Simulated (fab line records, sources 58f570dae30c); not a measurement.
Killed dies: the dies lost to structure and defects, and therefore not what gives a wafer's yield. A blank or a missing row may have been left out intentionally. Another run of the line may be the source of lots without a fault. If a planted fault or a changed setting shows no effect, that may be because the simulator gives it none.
Which tool was responsible?    flow berkeley_cmos170    14 lots, 42 wafers sampled, at 6 steps of a route of 331

== WHAT THE GAUGES SHOWED, per wafer ==
UCB170_M1_RS_MEAS_01: measures by four-point-probe.
lot   measured      on             M1_AL_RS (ohm/sq)
L684  day 7 22:53   film_metro-03  0.0489 0.0478 0.0479
L685  day 8 11:43   film_metro-03  0.0477 0.0481 0.0482
L686  day 8 12:57   film_metro-02  0.0486 0.0491 0.0490
L688  day 9 01:59   film_metro-03  0.0487 0.0480 0.0478
L689  day 9 04:37   film_metro-01  0.0494 0.0487 0.0494
L687  day 9 04:52   film_metro-02  0.0488 0.0490 0.0488
L690  day 9 15:28   film_metro-03  0.0490 0.0494 0.0489
L694  day 9 16:02   film_metro-01  0.0483 0.0482 0.0489
L692  day 9 18:21   film_metro-03  0.0497 0.0497 0.0495
L697  day 10 21:56  film_metro-02  0.0493 0.0483 0.0487
L698  day 10 22:06  film_metro-03  0.0486 0.0490 0.0491
L699  day 11 12:03  film_metro-01  0.0491 0.0491 0.0498
L706  day 12 16:28  film_metro-02  0.0474 0.0474 0.0472
L705  day 12 16:43  film_metro-02  0.0483 0.0482 0.0479

UCB170_M1_THK_MEAS_02: measures by xrf.
lot   measured      on             M1_AL_THK (nm)
L684  day 7 23:01   film_metro-03  599 605 604
L685  day 8 11:50   film_metro-03  608 599 598
L686  day 8 13:04   film_metro-02  603 589 593
L688  day 9 02:06   film_metro-03  588 601 605
L689  day 9 04:44   film_metro-01  584 595 587
L687  day 9 04:58   film_metro-02  599 596 597
L690  day 9 15:35   film_metro-03  589 583 592
L694  day 9 16:09   film_metro-01  600 604 593
L692  day 9 18:28   film_metro-03  584 581 583
L697  day 10 22:02  film_metro-02  589 601 594
L698  day 10 22:13  film_metro-03  597 595 594
L699  day 11 12:10  film_metro-01  592 599 587
L706  day 12 16:34  film_metro-02  610 609 609
L705  day 12 16:50  film_metro-02  598 599 601

UCB170_V1_CD_MEAS_90 targets a cd of 700 nm.
lot   measured      on         cd_nm (nm)
L684  day 8 04:20   cd_sem-01  698.6 698.8 699.7
L685  day 8 17:08   cd_sem-02  699.2 698.6 700.0
L686  day 8 19:03   cd_sem-01  698.8 699.5 700.0
L688  day 9 07:38   cd_sem-02  701.8 702.4 701.9
L689  day 9 10:08   cd_sem-02  698.7 698.7 698.8
L687  day 9 14:37   cd_sem-01  698.4 700.5 698.8
L690  day 9 23:26   cd_sem-02  696.4 697.8 697.1
L694  day 9 23:43   cd_sem-02  698.1 699.7 698.7
L692  day 10 00:33  cd_sem-02  698.3 700.0 701.5
L697  day 11 05:25  cd_sem-01  706.7 699.5 699.7
L698  day 11 05:44  cd_sem-01  700.6 700.9 700.2
L699  day 11 19:32  cd_sem-01  708.0 702.6 701.1
L706  day 12 21:57  cd_sem-02  700.9 701.0 700.0
L705  day 13 02:34  cd_sem-02  702.9 702.2 703.1

== EACH LOT AND THE TOOL THAT RAN IT (in order: tool; ch and the chambers of the sampled wafers; start) ==
lot   UCB170_CONTACT_STRIP_19               UCB170_V1_ETCH_14                   UCB170_V1_STRIP_15
L684  plasma_asher-02 ch 0,1, day 7 22:25   rie_diel-04 ch 2,3, day 8 04:04     plasma_asher-02 ch 0,1, day 8 04:14
L685  plasma_asher-04 ch 0,1, day 8 11:16   rie_diel-01 ch 0,2,3, day 8 16:52   plasma_asher-02 ch 0,1, day 8 17:02
L686  plasma_asher-01 ch 0,1, day 8 12:28   rie_diel-02 ch 0,1, day 8 18:45     plasma_asher-03 ch 0,1, day 8 18:56
L688  plasma_asher-04 ch 0,1, day 9 01:31   rie_diel-02 ch 0,1, day 9 07:22     plasma_asher-03 ch 0,1, day 9 07:32
L689  plasma_asher-02 ch 0,1, day 9 04:08   rie_diel-04 ch 1,2,3, day 9 09:51   plasma_asher-03 ch 0,1, day 9 10:02
L687  plasma_asher-01 ch 0,1, day 9 04:23   rie_diel-01 ch 0,1,3, day 9 14:19   plasma_asher-02 ch 0,1, day 9 14:30
L690  plasma_asher-02 ch 0,1, day 9 15:00   rie_diel-02 ch 0,1,2, day 9 23:10   plasma_asher-04 ch 0,1, day 9 23:20
L694  plasma_asher-01 ch 0,1, day 9 15:32   rie_diel-01 ch 0,3, day 9 23:26     plasma_asher-03 ch 1, day 9 23:37
L692  plasma_asher-04 ch 0,1, day 9 17:44   rie_diel-04 ch 0,1,3, day 10 00:16  plasma_asher-03 ch 0,1, day 10 00:27
L697  plasma_asher-02 ch 0,1, day 10 21:22  rie_diel-02 ch 0,2,3, day 11 05:07  plasma_asher-02 ch 0,1, day 11 05:17
L698  plasma_asher-01 ch 0,1, day 10 21:37  rie_diel-01 ch 0,1,3, day 11 05:26  plasma_asher-04 ch 0,1, day 11 05:37
L699  plasma_asher-01 ch 0,1, day 11 11:36  rie_diel-02 ch 0,1,3, day 11 19:16  plasma_asher-02 ch 0,1, day 11 19:26
L706  plasma_asher-04 ch 0,1, day 12 15:59  rie_diel-01 ch 0,3, day 12 21:39    plasma_asher-03 ch 0,1, day 12 21:50
L705  plasma_asher-01 ch 0,1, day 12 16:16  rie_diel-04 ch 1,3, day 13 02:17    plasma_asher-02 ch 0,1, day 13 02:28
- UCB170_CONTACT_STRIP_19: strips in O2.
- UCB170_V1_ETCH_14: etches SiO2 in CHF3/CF4/Ar, stops on Al, target depth 1250 nm, time 291 s.
- UCB170_V1_STRIP_15: strips in O2.

== AS READ BY THE TOOLS THEMSELVES (means over the sampled wafers that have a number; for cases with no such wafer, the mark the record gives instead) ==
UCB170_CONTACT_STRIP_19.
lot   tool             drypump_motor_current_A (A)  oes_product_au (a.u.)
L684  plasma_asher-02  5.8                          0.725
L685  plasma_asher-04  5.8                          0.725
L686  plasma_asher-01  5.7                          0.728
L688  plasma_asher-04  5.8                          0.721
L689  plasma_asher-02  5.9                          0.723
L687  plasma_asher-01  5.9                          0.724
L690  plasma_asher-02  5.8                          0.723
L694  plasma_asher-01  5.7                          0.723
L692  plasma_asher-04  5.8                          0.725
L697  plasma_asher-02  6.0                          0.726
L698  plasma_asher-01  5.7                          0.723
L699  plasma_asher-01  5.7                          0.727
L706  plasma_asher-04  5.6                          0.724
L705  plasma_asher-01  5.9                          0.726

UCB170_V1_ETCH_14.
lot   tool         cf4_flow_sccm (sccm)  drypump_motor_current_A (A)  oes_product_au (a.u.)  rf_fwd_power_W (W)  throttle_valve_pct (%)
L684  rie_diel-04  15.00                 5.80                         0.868                  696.5               7.08
L685  rie_diel-01  15.00                 5.83                         0.867                  698.5               6.96
L686  rie_diel-02  15.03                 5.82                         0.872                  696.2               6.86
L688  rie_diel-02  14.96                 5.81                         0.874                  697.9               6.81
L689  rie_diel-04  14.96                 5.83                         0.866                  697.6               7.00
L687  rie_diel-01  15.02                 5.94                         0.880                  700.3               7.02
L690  rie_diel-02  14.98                 5.84                         0.880                  699.2               6.94
L694  rie_diel-01  15.04                 5.68                         0.871                  697.8               7.06
L692  rie_diel-04  14.97                 5.84                         0.861                  696.4               6.94
L697  rie_diel-02  14.98                 5.89                         0.874                  791.0               6.95
L698  rie_diel-01  15.00                 5.93                         0.880                  698.5               7.02
L699  rie_diel-02  15.02                 5.87                         0.869                  790.8               6.86
L706  rie_diel-01  14.99                 5.66                         0.871                  700.2               7.07
L705  rie_diel-04  15.01                 5.61                         0.856                  700.0               6.94

UCB170_V1_STRIP_15.
lot   tool             drypump_motor_current_A (A)  oes_product_au (a.u.)  strip_time_to_endpoint_s (s)
L684  plasma_asher-02  5.82                         0.722                  15.23
L685  plasma_asher-02  5.83                         0.723                  15.23
L686  plasma_asher-03  5.87                         0.723                  15.29
L688  plasma_asher-03  5.81                         0.720                  15.22
L689  plasma_asher-03  5.81                         0.720                  15.17
L687  plasma_asher-02  5.83                         0.718                  15.27
L690  plasma_asher-04  5.77                         0.721                  15.33
L694  plasma_asher-03  5.77                         0.722                  15.28
L692  plasma_asher-03  5.87                         0.719                  15.50
L697  plasma_asher-02  5.85                         0.726                  14.97
L698  plasma_asher-04  5.77                         0.721                  15.27
L699  plasma_asher-02  6.00                         0.721                  14.99
L706  plasma_asher-03  5.86                         0.722                  15.06
L705  plasma_asher-02  6.04                         0.723                  15.19

== THE ANSWER, worked out from the rows above alone ==
Rule: the lots themselves supply what counts as usual. Put in order of their means at a reading, lots are off if they are a third of the lots or fewer, leave a main group of 4 or more, and stand apart from it by a gap of 3 or more times the standard deviation of the main group's means; of several such gaps the widest counts. A main group whose means are all the same, to the digits that the tables above print for the reading, isn't used. Also off: a lot with no number at a reading for which 4 or more lots have one. The other lots that the step has rows for count as sound. The gauges are gone through in route order, then the tools' own readings, and for those a lot's mean is taken as printed above. The first step at which some lot is off is used, and at that step the reading that is off furthest; a lot without a number counts as furthest.
Off, at UCB170_V1_ETCH_14 on rf_fwd_power_W: L697, L699. The main group: mean 698.3 W, standard deviation 1.4.
If a tool, at that step or one of the process steps before it, ran each lot that is off and ran no sound lot following the first of them, it fits. One fits: rie_diel-02 at UCB170_V1_ETCH_14. Its last sound lot is L690 (day 9 23:10), its first lot that is off L697 (day 11 05:07): a fault that began between those two fits.
The tool's own readings at UCB170_V1_ETCH_14 bear it out: on the lots that are off they differ by more than 5 times the standard deviation of the sound lots' means. rf_fwd_power_W reads 790.9 W there against 698.3 W on the sound lots.

== WHAT THE SIMULATOR HAD INSERTED ==
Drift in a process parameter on rie_diel-02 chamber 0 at UCB170_V1_ETCH_14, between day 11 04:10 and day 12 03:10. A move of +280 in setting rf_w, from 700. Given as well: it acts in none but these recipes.
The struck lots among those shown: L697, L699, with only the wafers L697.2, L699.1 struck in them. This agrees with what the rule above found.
